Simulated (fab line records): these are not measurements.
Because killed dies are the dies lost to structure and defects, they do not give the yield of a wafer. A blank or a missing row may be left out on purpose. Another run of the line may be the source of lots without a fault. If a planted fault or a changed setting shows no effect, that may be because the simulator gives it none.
Which tool is to blame? || flow berkeley_cmos170 || 42 wafers from 14 lots sampled at 3 of the route's 331 steps

## WHAT THE GAUGES READ, wafer by wafer
UCB170_V1_THK_MEAS_04.
{"lot": "L246", "measured": "day 7 05:21", "on": "film_metro-01", "V1_POLISHED_THK (nm)": "998.3 1002.8 1001.6"}
{"lot": "L247", "measured": "day 7 07:55", "on": "film_metro-01", "V1_POLISHED_THK (nm)": "1003.4 999.6 1001.6"}
{"lot": "L249", "measured": "day 7 08:13", "on": "film_metro-02", "V1_POLISHED_THK (nm)": "998.8 1000.3 1000.0"}
{"lot": "L252", "measured": "day 8 15:11", "on": "film_metro-02", "V1_POLISHED_THK (nm)": "1000.1 1001.4 1000.3"}
{"lot": "L256", "measured": "day 9 02:04", "on": "film_metro-01", "V1_POLISHED_THK (nm)": "999.8 998.9 1001.9"}
{"lot": "L259", "measured": "day 9 02:23", "on": "film_metro-04", "V1_POLISHED_THK (nm)": "999.3 1002.6 1000.6"}
{"lot": "L260", "measured": "day 9 22:13", "on": "film_metro-02", "V1_POLISHED_THK (nm)": "1000.2 1000.4 999.9"}
{"lot": "L262", "measured": "day 9 22:32", "on": "film_metro-01", "V1_POLISHED_THK (nm)": "1000.8 1002.9 1000.7"}
{"lot": "L261", "measured": "day 9 22:49", "on": "film_metro-02", "V1_POLISHED_THK (nm)": "1002.9 1001.9 999.5"}
{"lot": "L263", "measured": "day 10 08:39", "on": "film_metro-02", "V1_POLISHED_THK (nm)": "1001.6 1000.4 1000.4"}
{"lot": "L265", "measured": "day 11 05:05", "on": "film_metro-01", "V1_POLISHED_THK (nm)": "1000.6 999.0 1000.2"}
{"lot": "L266", "measured": "day 11 22:31", "on": "film_metro-04", "V1_POLISHED_THK (nm)": "1002.0 999.9 1001.7"}
{"lot": "L269", "measured": "day 12 02:17", "on": "film_metro-04", "V1_POLISHED_THK (nm)": "1001.4 1000.5 1000.1"}
{"lot": "L267", "measured": "day 12 08:56", "on": "film_metro-01", "V1_POLISHED_THK (nm)": "1001.9 1000.7 1002.3"}

UCB170_M2_THK_MEAS_03: measures by xrf.
{"lot": "L246", "measured": "day 7 08:50", "on": "film_metro-03", "M2_AL_THK (nm)": "905 906 906"}
{"lot": "L247", "measured": "day 7 10:58", "on": "film_metro-03", "M2_AL_THK (nm)": "912 906 907"}
{"lot": "L249", "measured": "day 7 11:19", "on": "film_metro-03", "M2_AL_THK (nm)": "900 894 891"}
{"lot": "L252", "measured": "day 8 17:23", "on": "film_metro-04", "M2_AL_THK (nm)": "896 905 887"}
{"lot": "L256", "measured": "day 9 04:06", "on": "film_metro-03", "M2_AL_THK (nm)": "905 917 907"}
{"lot": "L259", "measured": "day 9 04:22", "on": "film_metro-01", "M2_AL_THK (nm)": "926 909 915"}
{"lot": "L260", "measured": "day 10 00:24", "on": "film_metro-03", "M2_AL_THK (nm)": "895 905 898"}
{"lot": "L262", "measured": "day 10 00:40", "on": "film_metro-01", "M2_AL_THK (nm)": "886 888 901"}
{"lot": "L261", "measured": "day 10 00:59", "on": "film_metro-04", "M2_AL_THK (nm)": "909 903 894"}
{"lot": "L263", "measured": "day 10 10:40", "on": "film_metro-01", "M2_AL_THK (nm)": "880 881 863"}
{"lot": "L265", "measured": "day 11 08:20", "on": "film_metro-04", "M2_AL_THK (nm)": "882 888 886"}
{"lot": "L266", "measured": "day 12 00:34", "on": "film_metro-01", "M2_AL_THK (nm)": "884 896 884"}
{"lot": "L269", "measured": "day 12 04:35", "on": "film_metro-01", "M2_AL_THK (nm)": "897 904 895"}
{"lot": "L267", "measured": "day 12 10:58", "on": "film_metro-01", "M2_AL_THK (nm)": "898 904 884"}

## TOOL THAT RAN EACH LOT (tool first, then ch and the chambers of the sampled wafers, then the start)
{"lot": "L246", "UCB170_V1_CMP_02": "cmp-02 ch 0,2,3, day 7 04:54"}
{"lot": "L247", "UCB170_V1_CMP_02": "cmp-02 ch 0,3, day 7 07:29"}
{"lot": "L249", "UCB170_V1_CMP_02": "cmp-02 ch 1,2, day 7 07:47"}
{"lot": "L252", "UCB170_V1_CMP_02": "cmp-01 ch 0,1,3, day 8 14:49"}
{"lot": "L256", "UCB170_V1_CMP_02": "cmp-01 ch 0,1,2, day 9 01:39"}
{"lot": "L259", "UCB170_V1_CMP_02": "cmp-01 ch 1,2,3, day 9 02:03"}
{"lot": "L260", "UCB170_V1_CMP_02": "cmp-02 ch 0,2, day 9 21:50"}
{"lot": "L262", "UCB170_V1_CMP_02": "cmp-02 ch 0,3, day 9 22:05"}
{"lot": "L261", "UCB170_V1_CMP_02": "cmp-02 ch 1,2,3, day 9 22:26"}
{"lot": "L263", "UCB170_V1_CMP_02": "cmp-01 ch 2,3, day 10 08:17"}
{"lot": "L265", "UCB170_V1_CMP_02": "cmp-02 ch 0,1,2, day 11 04:43"}
{"lot": "L266", "UCB170_V1_CMP_02": "cmp-01 ch 2,3, day 11 22:05"}
{"lot": "L269", "UCB170_V1_CMP_02": "cmp-01 ch 0,2,3, day 12 01:52"}
{"lot": "L267", "UCB170_V1_CMP_02": "cmp-01 ch 0,1, day 12 08:34"}
- UCB170_V1_CMP_02: polishes SiO2.

## WHAT THE TOOLS THEMSELVES READ (means of the sampled wafers that have a number; where no wafer has one, the mark that the record gives instead)
UCB170_V1_CMP_02.
{"lot": "L246", "tool": "cmp-02", "motor_current_A (A)": 17.0, "slurry_flow_ml_min": 150.2}
{"lot": "L247", "tool": "cmp-02", "motor_current_A (A)": 18.2, "slurry_flow_ml_min": 149.6}
{"lot": "L249", "tool": "cmp-02", "motor_current_A (A)": 14.4, "slurry_flow_ml_min": 149.8}
{"lot": "L252", "tool": "cmp-01", "motor_current_A (A)": 15.8, "slurry_flow_ml_min": 149.8}
{"lot": "L256", "tool": "cmp-01", "motor_current_A (A)": 15.4, "slurry_flow_ml_min": 150.3}
{"lot": "L259", "tool": "cmp-01", "motor_current_A (A)": 15.3, "slurry_flow_ml_min": 150.3}
{"lot": "L260", "tool": "cmp-02", "motor_current_A (A)": 17.3, "slurry_flow_ml_min": 150.0}
{"lot": "L262", "tool": "cmp-02", "motor_current_A (A)": 18.7, "slurry_flow_ml_min": 149.9}
{"lot": "L261", "tool": "cmp-02", "motor_current_A (A)": 15.9, "slurry_flow_ml_min": 150.0}
{"lot": "L263", "tool": "cmp-01", "motor_current_A (A)": 14.6, "slurry_flow_ml_min": 149.9}
{"lot": "L265", "tool": "cmp-02", "motor_current_A (A)": 16.3, "slurry_flow_ml_min": 150.0}
{"lot": "L266", "tool": "cmp-01", "motor_current_A (A)": 14.7, "slurry_flow_ml_min": 149.8}
{"lot": "L269", "tool": "cmp-01", "motor_current_A (A)": 14.9, "slurry_flow_ml_min": 149.5}
{"lot": "L267", "tool": "cmp-01", "motor_current_A (A)": 15.1, "slurry_flow_ml_min": 149.8}

## THE ANSWER, worked out from the rows above alone
Rule: the usual values come from the lots themselves. The widest of any qualifying gaps counts: lots, ordered by their means at a reading, are off when they make up no more than a third of the lots, leave a main group of 4 or more, and stand apart from it by 3 or more times the standard deviation of that group's means. A main group whose means are all the same, to the digits that the tables above print for the reading, isn't used. A lot without any number at a reading at which 4 lots or more have one is off too. Any other lot the step has rows for is counted as sound. After the gauges, taken in route order, come the tools' own readings; for these a lot's mean is taken, as printed above. At the first step where some lot is off, the reading lying furthest off is the one used; lots without a number count as furthest.
No lot is off on any of the readings shown, so nothing can be concluded from this.

## WHAT THE SIMULATOR PUT IN
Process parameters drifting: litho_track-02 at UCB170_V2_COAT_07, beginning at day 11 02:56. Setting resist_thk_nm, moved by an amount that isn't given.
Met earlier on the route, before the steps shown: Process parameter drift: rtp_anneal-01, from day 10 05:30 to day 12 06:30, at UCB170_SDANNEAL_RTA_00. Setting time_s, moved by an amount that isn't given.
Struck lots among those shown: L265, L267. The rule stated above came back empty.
